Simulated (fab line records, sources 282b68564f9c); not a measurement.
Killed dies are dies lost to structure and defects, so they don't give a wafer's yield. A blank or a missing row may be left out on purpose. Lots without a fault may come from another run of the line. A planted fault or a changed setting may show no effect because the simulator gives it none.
Problem report in the 8D (eight disciplines) form, filled by code | flow rit_cmos | the parts of the form that need people (team, actions taken, sign-off) are left out

1. THE PROBLEM
NLDD_TW at RIT_NLDD_TW_MEAS_10 reads a mean of 2303 on 6 wafers of 2 lots; wafers without a fault read 2495 with a standard deviation of 16. That is -12 standard deviations from the usual mean.
First seen on wafer L130.2, day 5 21:26, on film_metro-04. The record holds 39 wafers of 13 lots with a number at this step. Rule for "out", or "out of limits": more than 4 standard deviations from the usual mean. The other wafers with a number count as sound.

2. WHAT IT IS AND WHAT IT IS NOT
question                    | is                     | is not
which readings at this step | NLDD_TW                | -
which lots                  | L130, L131             | L115, L116, L117, L118, L119, L120, L121, L134, L135, L136, L137
which wafers of those lots  | all that have a number | -
read on which gauges        | film_metro-04          | film_metro-01, film_metro-02
when                        | from day 5 21:26       | up to then (21 sound wafers); but 12 sound wafers of L134, L135, L136, L137 came after

3. SUSPECTS, AND WHAT RULES EACH OUT
Counting: a tool at a process step up to the reading stays a suspect if it ran every lot that is out and no sound lot after the first of them.
- the gauge at RIT_NLDD_TW_MEAS_10: ruled out. All the wafers that are out were read on film_metro-04, but those of them that RIT_SDANNEAL_RS_MEAS_07 has rows for are out there too, on other tools.
- implanter-03 at RIT_NLDD_IMPLANT_08: kept. It ran every lot that is out, first L130 (day 5 21:08), and no sound lot after that; its last sound lot up to then is L119 (day 3 14:06).
Left after counting: implanter-03 at RIT_NLDD_IMPLANT_08.

4. THE CAUSE (what the simulator had put in)
Process parameter drift: implanter-03, from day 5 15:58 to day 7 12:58, at RIT_NLDD_IMPLANT_08. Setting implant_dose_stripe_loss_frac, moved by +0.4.
Counting left only this tool.

5. THE CHAIN OF EFFECTS, in route order
Each row: a reading whose mean over the struck wafers that have a number lies more than 3 standard deviations from the usual. Only readings for which the record gives a usual standard deviation are gone through. hours: the time from each lot's start at the first step in this table that gives one to its start at this step, as a median over the lots. sigmas: the change in usual standard deviations.
hours | step                    | reading | usual        | on struck wafers | change | sigmas
0     | RIT_NLDD_TW_MEAS_10     | NLDD_TW | 2495         | 2303             | -192   | -12
8     | RIT_SDANNEAL_RS_MEAS_07 | NLDD_RS | 151.8 ohm/sq | 195.1            | +43.3  | +87

6. WHAT WOULD HAVE CAUGHT IT SOONER
In this record the first reading out of limits at a measuring or inspecting step was taken at day 5 21:26, 5 hours after the fault began at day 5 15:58.
Of the lots that are out (2), L131 began RIT_NLDD_IMPLANT_08 on implanter-03 after day 5 21:26. A hold on the tool at that time would have spared it.
